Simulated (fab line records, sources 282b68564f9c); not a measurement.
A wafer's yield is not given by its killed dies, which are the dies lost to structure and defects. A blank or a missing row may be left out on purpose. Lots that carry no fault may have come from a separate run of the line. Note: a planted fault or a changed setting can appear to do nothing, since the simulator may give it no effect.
Which tool was responsible? -- flow rit cmos -- 42 wafers from 14 lots sampled at 3 of the route's 202 steps

WHAT THE GAUGES READ, wafer by wafer
RIT_PWELL_TW_MEAS_10. Usual: PWELL_TW typically reads 954, with standard deviation 15.
lot,measured,on,PWELL_TW,flag
L439,day 2 01:44,film metro-01,941 942 932,
L440,day 2 07:18,film metro-01,940 938 940,
L442,day 2 14:59,film metro-03,963 967 973,
L443,day 2 19:37,film metro-01,938 942 944,
L444,day 3 01:11,film metro-03,967 973 968,
L445,day 3 06:16,film metro-03,966 971 965,
L446,day 3 10:28,film metro-03,964 967 969,
L447,day 3 18:05,film metro-03,970 967 965,
L449,day 4 02:33,film metro-03,975 970 972,
L452,day 4 15:52,film metro-04,957 955 957,
L457,day 5 17:26,film metro-01,1059 1062 1057,OFF
L459,day 6 10:19,film metro-04,1086 1085 1080,OFF
L460,day 6 13:08,film metro-03,968 966 967,
L461,day 6 13:22,film metro-01,942 933 940,

RIT_WELLDRIVE_RS_MEAS_02: uses a four-point probe to measure. Usual: PWELL_RS typically reads 429.3 ohm/sq, with standard deviation 1.1.
lot,measured,on,PWELL_RS (ohm/sq),flag
L439,day 2 07:00,film metro-03,430.1 429.3 431.6,
L440,day 2 12:45,film metro-04,429.1 429.1 428.5,
L442,day 2 20:41,film metro-03,430.4 428.6 429.7,
L443,day 3 01:44,film metro-01,429.1 429.3 428.3,
L444,day 3 06:50,film metro-01,430.8 429.1 428.9,
L445,day 3 11:55,film metro-04,429.3 428.5 428.7,
L446,day 3 15:54,film metro-03,429.4 428.8 428.6,
L447,day 4 00:34,film metro-01,427.7 427.8 428.7,
L449,day 4 08:27,film metro-04,428.8 428.0 429.3,
L452,day 4 21:08,film metro-03,428.2 428.3 429.0,
L457,day 6 02:17,film metro-03,339.5 338.0 337.8,OFF
L459,day 6 16:44,film metro-01,337.7 338.6 339.0,OFF
L460,day 6 18:35,film metro-01,427.1 428.7 427.0,
L461,day 6 20:58,film metro-03,428.9 430.2 428.4,

WHAT TOOL EACH LOT RAN ON (gives the tool, then ch and the chambers of the sampled wafers, and finally the start)
lot,RIT_PWELL_IMPLANT_08
L439,"implanter-03 ch 0, day 2 01:25"
L440,"implanter-03 ch 0, day 2 06:59"
L442,"implanter-03 ch 0, day 2 14:41"
L443,"implanter-03 ch 0, day 2 19:18"
L444,"implanter-04 ch 0, day 3 00:53"
L445,"implanter-04 ch 0, day 3 05:58"
L446,"implanter-04 ch 0, day 3 10:08"
L447,"implanter-03 ch 0, day 3 17:46"
L449,"implanter-03 ch 0, day 4 02:14"
L452,"implanter-01 ch 0, day 4 15:33"
L457,"implanter-04 ch 0, day 5 17:07"
L459,"implanter-04 ch 0, day 6 09:59"
L460,"implanter-03 ch 0, day 6 12:49"
L461,"implanter-01 ch 0, day 6 13:03"
- RIT_PWELL_IMPLANT_08

AS READ BY THE TOOLS THEMSELVES (means over the sampled wafers that have a number; for cases with no such wafer, the mark the record gives instead)
RIT_PWELL_IMPLANT_08. Usual: dose ions cm2 7e+13, standard deviation 6.7e+10; faraday current uA 223, standard deviation 4.7; tilt deg 6.999 degrees, standard deviation 0.02.
lot,tool,dose ions cm2,faraday current uA,tilt deg (degrees),flag
L439,implanter-03,7e+13,221,7.029,
L440,implanter-03,7e+13,225,6.989,
L442,implanter-03,7e+13,220,7.004,
L443,implanter-03,7e+13,220,6.976,
L444,implanter-04,7e+13,225,6.995,
L445,implanter-04,7e+13,225,7.019,
L446,implanter-04,7e+13,220,6.992,
L447,implanter-03,7e+13,220,6.993,
L449,implanter-03,7e+13,218,7.000,
L452,implanter-01,7e+13,224,6.985,
L457,implanter-04,1e+14,325,7.004,OFF
L459,implanter-04,1e+14,325,6.995,OFF
L460,implanter-03,7e+13,223,6.983,
L461,implanter-01,7e+13,228,6.987,

THE ANSWER, worked out from the rows above alone
Rule: a lot is off if the mean of its wafers that have a number lies more than 3 standard deviations from the usual mean. A lot without any number at a reading at which 4 lots or more have one is off too. All remaining lots with rows at the step are treated as sound. After the gauges, taken in route order, come the tools' own readings; for these a lot's mean is taken, as printed above. The first step at which some lot is off is used, and at that step the reading that is off furthest; a lot without a number counts as furthest.
Off: L457, L459, at RIT_PWELL_TW_MEAS_10 (PWELL_TW).
A tool fits if, at a process step before that reading, it ran every lot that is off, and no sound lot after the first of them. The gauges at RIT_PWELL_TW_MEAS_10 aren't tried: what is off there is off at RIT_PWELL_IMPLANT_08 too, on other tools, and a gauge's error can't cause that. One candidate fits, namely implanter-04 at RIT_PWELL_IMPLANT_08. Its last sound lot is L446 (day 3 10:08), its first lot that is off L457 (day 5 17:07): a fault that began between those two fits.
The tool's own readings at RIT_PWELL_IMPLANT_08 bear it out: on the lots that are off they differ by more than 5 times the standard deviation of the sound lots' means. dose ions cm2 reads 1e+14 there against 7e+13 on the sound lots; faraday current uA reads 325 there against 222 on the sound lots.

WHAT THE SIMULATOR PUT IN
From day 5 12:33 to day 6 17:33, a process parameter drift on implanter-04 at RIT_PWELL_IMPLANT_08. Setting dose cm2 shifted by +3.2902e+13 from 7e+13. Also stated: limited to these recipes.
Struck lots among those shown: L457, L459. The rule above reached the same finding.
